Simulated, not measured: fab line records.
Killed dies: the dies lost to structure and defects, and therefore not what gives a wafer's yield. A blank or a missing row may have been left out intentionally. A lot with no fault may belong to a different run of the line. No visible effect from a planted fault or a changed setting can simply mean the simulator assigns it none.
What tool caused it? :: flow ritCmos :: 15 lots, 45 wafers sampled, at 3 steps of a route of 202

## WHAT THE GAUGES SHOWED, per wafer
RIT_ACTIVE_THK_MEAS_02.
lot: L920
measured: day 1 17:04
on: filmMetro-03
ACTIVE_OXIDE_THK (nm): 48.8 47.7 48.0

lot: L921
measured: day 1 22:03
on: filmMetro-02
ACTIVE_OXIDE_THK (nm): 47.3 46.0 47.4

lot: L922
measured: day 2 03:03
on: filmMetro-02
ACTIVE_OXIDE_THK (nm): 48.9 48.6 49.4

lot: L923
measured: day 2 08:05
on: filmMetro-02
ACTIVE_OXIDE_THK (nm): 49.2 48.5 49.2

lot: L926
measured: day 2 23:03
on: filmMetro-02
ACTIVE_OXIDE_THK (nm): 46.4 47.2 47.3

lot: L927
measured: day 3 04:04
on: filmMetro-02
ACTIVE_OXIDE_THK (nm): 47.9 48.2 48.3

lot: L928
measured: day 3 09:24
on: filmMetro-02
ACTIVE_OXIDE_THK (nm): 48.7 48.8 48.4

lot: L929
measured: day 3 14:03
on: filmMetro-04
ACTIVE_OXIDE_THK (nm): 47.6 48.2 47.6

lot: L934
measured: day 4 15:04
on: filmMetro-04
ACTIVE_OXIDE_THK (nm): 38.2 38.5 38.3

lot: L936
measured: day 5 01:13
on: filmMetro-03
ACTIVE_OXIDE_THK (nm): 37.4 37.0 36.6

lot: L937
measured: day 5 06:05
on: filmMetro-04
ACTIVE_OXIDE_THK (nm): 37.1 36.7 36.1

lot: L938
measured: day 5 11:04
on: filmMetro-03
ACTIVE_OXIDE_THK (nm): 47.7 47.5 46.8

lot: L939
measured: day 5 16:03
on: filmMetro-04
ACTIVE_OXIDE_THK (nm): 48.4 48.6 48.8

lot: L940
measured: day 5 22:26
on: filmMetro-04
ACTIVE_OXIDE_THK (nm): 48.4 48.8 48.7

lot: L942
measured: day 6 07:04
on: filmMetro-02
ACTIVE_OXIDE_THK (nm): 48.9 49.1 48.9

RIT_NWELL_OVL_MEAS_06.
lot: L920
measured: day 2 02:34
on: overlay-01
NWELL_OVL (nm): 2.9 2.9 2.2

lot: L921
measured: day 2 06:47
on: overlay-01
NWELL_OVL (nm): -0.4 0.2 0.9

lot: L922
measured: day 2 11:32
on: overlay-02
NWELL_OVL (nm): 1.1 1.1 -0.8

lot: L923
measured: day 2 16:19
on: overlay-01
NWELL_OVL (nm): 1.8 0.7 0.9

lot: L926
measured: day 3 07:16
on: overlay-02
NWELL_OVL (nm): 1.6 2.6 1.0

lot: L927
measured: day 3 12:48
on: overlay-02
NWELL_OVL (nm): 1.8 1.6 1.0

lot: L928
measured: day 3 17:41
on: overlay-01
NWELL_OVL (nm): -1.3 -0.9 -0.8

lot: L929
measured: day 3 23:10
on: overlay-02
NWELL_OVL (nm): 2.8 1.5 2.5

lot: L934
measured: day 4 23:55
on: overlay-02
NWELL_OVL (nm): -0.8 -1.4 0.2

lot: L936
measured: day 5 11:02
on: overlay-01
NWELL_OVL (nm): 1.0 1.2 1.3

lot: L937
measured: day 5 15:08
on: overlay-02
NWELL_OVL (nm): 3.5 2.3 2.8

lot: L938
measured: day 5 19:09
on: overlay-02
NWELL_OVL (nm): 1.3 1.5 2.0

lot: L939
measured: day 6 00:20
on: overlay-02
NWELL_OVL (nm): 0.9 1.3 -0.1

lot: L940
measured: day 6 06:48
on: overlay-01
NWELL_OVL (nm): 1.0 1.5 0.9

lot: L942
measured: day 6 16:56
on: overlay-02
NWELL_OVL (nm): 0.3 1.9 3.1

## WHICH TOOL RAN EACH LOT (tool, then ch and the chambers of the sampled wafers, then the start)
lot: L920
RIT_ACTIVE_OXIDATION_01: furnace-03 ch 0, day 1 15:07

lot: L921
RIT_ACTIVE_OXIDATION_01: furnace-03 ch 0, day 1 20:07

lot: L922
RIT_ACTIVE_OXIDATION_01: furnace-02 ch 0, day 2 01:07

lot: L923
RIT_ACTIVE_OXIDATION_01: furnace-03 ch 0, day 2 06:07

lot: L926
RIT_ACTIVE_OXIDATION_01: furnace-04 ch 0, day 2 21:07

lot: L927
RIT_ACTIVE_OXIDATION_01: furnace-03 ch 0, day 3 02:07

lot: L928
RIT_ACTIVE_OXIDATION_01: furnace-02 ch 0, day 3 07:28

lot: L929
RIT_ACTIVE_OXIDATION_01: furnace-03 ch 0, day 3 12:07

lot: L934
RIT_ACTIVE_OXIDATION_01: furnace-02 ch 0, day 4 13:07

lot: L936
RIT_ACTIVE_OXIDATION_01: furnace-02 ch 0, day 4 23:16

lot: L937
RIT_ACTIVE_OXIDATION_01: furnace-02 ch 0, day 5 04:07

lot: L938
RIT_ACTIVE_OXIDATION_01: furnace-04 ch 0, day 5 09:07

lot: L939
RIT_ACTIVE_OXIDATION_01: furnace-03 ch 0, day 5 14:07

lot: L940
RIT_ACTIVE_OXIDATION_01: furnace-04 ch 0, day 5 20:31

lot: L942
RIT_ACTIVE_OXIDATION_01: furnace-04 ch 0, day 6 05:07
- RIT_ACTIVE_OXIDATION_01: target thk 46.8 nm, ox time 3360 s.

## AS READ BY THE TOOLS THEMSELVES (means over the sampled wafers that have a number; for cases with no such wafer, the mark the record gives instead)
RIT_ACTIVE_OXIDATION_01.
lot: L920
tool: furnace-03
spikeTcCentreC (C): 1005.1

lot: L921
tool: furnace-03
spikeTcCentreC (C): 1004.1

lot: L922
tool: furnace-02
spikeTcCentreC (C): 1006.6

lot: L923
tool: furnace-03
spikeTcCentreC (C): 1004.9

lot: L926
tool: furnace-04
spikeTcCentreC (C): 1003.4

lot: L927
tool: furnace-03
spikeTcCentreC (C): 1005.5

lot: L928
tool: furnace-02
spikeTcCentreC (C): 1007.3

lot: L929
tool: furnace-03
spikeTcCentreC (C): 1003.7

lot: L934
tool: furnace-02
spikeTcCentreC (C): 1007.2

lot: L936
tool: furnace-02
spikeTcCentreC (C): 1006.9

lot: L937
tool: furnace-02
spikeTcCentreC (C): 1007.5

lot: L938
tool: furnace-04
spikeTcCentreC (C): 1003.9

lot: L939
tool: furnace-03
spikeTcCentreC (C): 1005.0

lot: L940
tool: furnace-04
spikeTcCentreC (C): 1005.0

lot: L942
tool: furnace-04
spikeTcCentreC (C): 1004.6

## THE ANSWER, worked out from the rows above alone
Rule: what is usual is taken from the lots themselves. The widest of any qualifying gaps counts: lots, ordered by their means at a reading, are off when they make up no more than a third of the lots, leave a main group of 4 or more, and stand apart from it by 3 or more times the standard deviation of that group's means. If all means in a main group match to the digits the tables above print for the reading, that group is not used. Also off: a lot with no number at a reading for which 4 or more lots have one. The other lots that the step has rows for count as sound. The gauges are gone through in route order, then the tools' own readings, and for those a lot's mean is taken as printed above. The first step at which some lot is off is used, and at that step the reading that is off furthest; a lot without a number counts as furthest.
Off: at RIT_ACTIVE_THK_MEAS_02 (ACTIVE_OXIDE_THK), L934, L936, L937. The main group: mean 48.2 nm, standard deviation 0.73.
A tool fits if, at a process step before that reading, it ran every lot that is off, and no sound lot after the first of them. Those tools and the gauges at RIT_ACTIVE_THK_MEAS_02 are tried in the same way. One candidate fits, namely furnace-02 at RIT_ACTIVE_OXIDATION_01. Its last sound lot is L928 (day 3 07:28), its first lot that is off L934 (day 4 13:07): a fault that began between those two fits.

## WHAT WAS PUT IN BY THE SIMULATOR
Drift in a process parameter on furnace-02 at RIT_ACTIVE_OXIDATION_01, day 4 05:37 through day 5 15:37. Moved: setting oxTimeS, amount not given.
Struck lots among those shown: L934, L936, L937. The rule given above showed the same thing.
